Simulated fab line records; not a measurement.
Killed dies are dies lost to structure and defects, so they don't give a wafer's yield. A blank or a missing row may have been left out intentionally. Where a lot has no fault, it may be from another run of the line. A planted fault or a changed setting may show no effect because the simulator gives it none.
Chamber matching | flow rit_cmos | RIT_SPACER_ETCHBACK_05 on rie_diel-04: 4 sister chambers
The step etches Si3N4 in SF6/CHF3, stops on SiO2, target depth 250 nm, time 240 s. 16 wafers are shown with their chamber, then 8 later ones without.

## WAFERS, EACH WITH ITS CHAMBER
wafer  | chamber | throttle_valve_pct (%) | oes_product_au (a.u.) | rf_fwd_power_W (W)
L900.1 | 0       | 10.34                  | 0.851                 | 249.4
L900.4 | 1       | 10.39                  | 0.827                 | 250.4
L900.5 | 1       | 10.38                  | 0.829                 | 250.4
L902.1 | 1       | 10.38                  | 0.835                 | 249.0
L902.2 | 0       | 10.32                  | 0.841                 | 248.8
L902.3 | 2       | 10.35                  | 0.852                 | 248.9
L903.2 | 3       | 10.22                  | 0.864                 | 250.5
L903.3 | 1       | 10.38                  | 0.834                 | 250.1
L903.5 | 3       | 10.22                  | 0.859                 | 249.4
L904.1 | 1       | 10.38                  | 0.822                 | 248.5
L904.3 | 0       | 10.32                  | 0.851                 | 249.0
L904.6 | 3       | 10.23                  | 0.871                 | 248.5
L906.1 | 0       | 10.35                  | 0.854                 | 249.9
L906.4 | 1       | 10.39                  | 0.829                 | 248.7
L906.6 | 3       | 10.23                  | 0.864                 | 248.7
L907.3 | 1       | 10.38                  | 0.827                 | 249.0

SIGNATURES (means of the wafers above)
reading            | chamber 0 | chamber 1 | chamber 2 | chamber 3 | scatter within a chamber
throttle_valve_pct | 10.3325   | 10.3829   | 10.3500   | 10.2250   | 0.00875
oes_product_au     | 0.84925   | 0.82900   | 0.85200   | 0.86450   | 0.0049
rf_fwd_power_W     | 249.275   | 249.443   | 248.900   | 249.275   | 0.777
Rule: for each reading, subtract the chamber's mean from the wafer's reading, divide by that reading's scatter and square the result; add these up over the readings and take the root, which gives the wafer's distance from the chamber. The wafer belongs to the nearest chamber; if the next one is less than 2 further off, it can't be placed. The scatter is the square root of a quotient: the sum, over the shown wafers, of each reading's squared deviation from its chamber's mean, divided by wafers minus chambers.

## WAFERS WITH NO CHAMBER GIVEN
wafer  | throttle_valve_pct (%) | oes_product_au (a.u.) | rf_fwd_power_W (W)
L907.5 | 10.20                  | 0.846                 | 248.1
L907.6 | 10.36                  | 0.847                 | 249.8
L910.1 | 10.40                  | 0.840                 | 249.0
L910.2 | 10.35                  | 0.846                 | 247.9
L910.5 | 10.35                  | 0.843                 | 249.4
L917.4 | 10.35                  | 0.857                 | 249.5
L917.5 | 10.34                  | 0.842                 | 248.4
L917.6 | 10.37                  | 0.846                 | 250.0

## EACH ONE'S CHAMBER
wafer  | from the rows above          | in truth
L907.5 | 3                            | 3
L907.6 | can't be placed: 2 or 0      | 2
L910.1 | 1                            | 1
L910.2 | can't be placed: 2 or 0      | 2
L910.5 | can't be placed: 2 or 0      | 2
L917.4 | can't be placed: 2 or 0      | 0
L917.5 | can't be placed: 0 or 2      | 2
L917.6 | can't be placed: 2 or 1 or 0 | 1
Placed correctly: 2 of 8. Not placeable from these rows: 6 (in 6, the candidates include the true chamber). Number placed wrongly: 0.
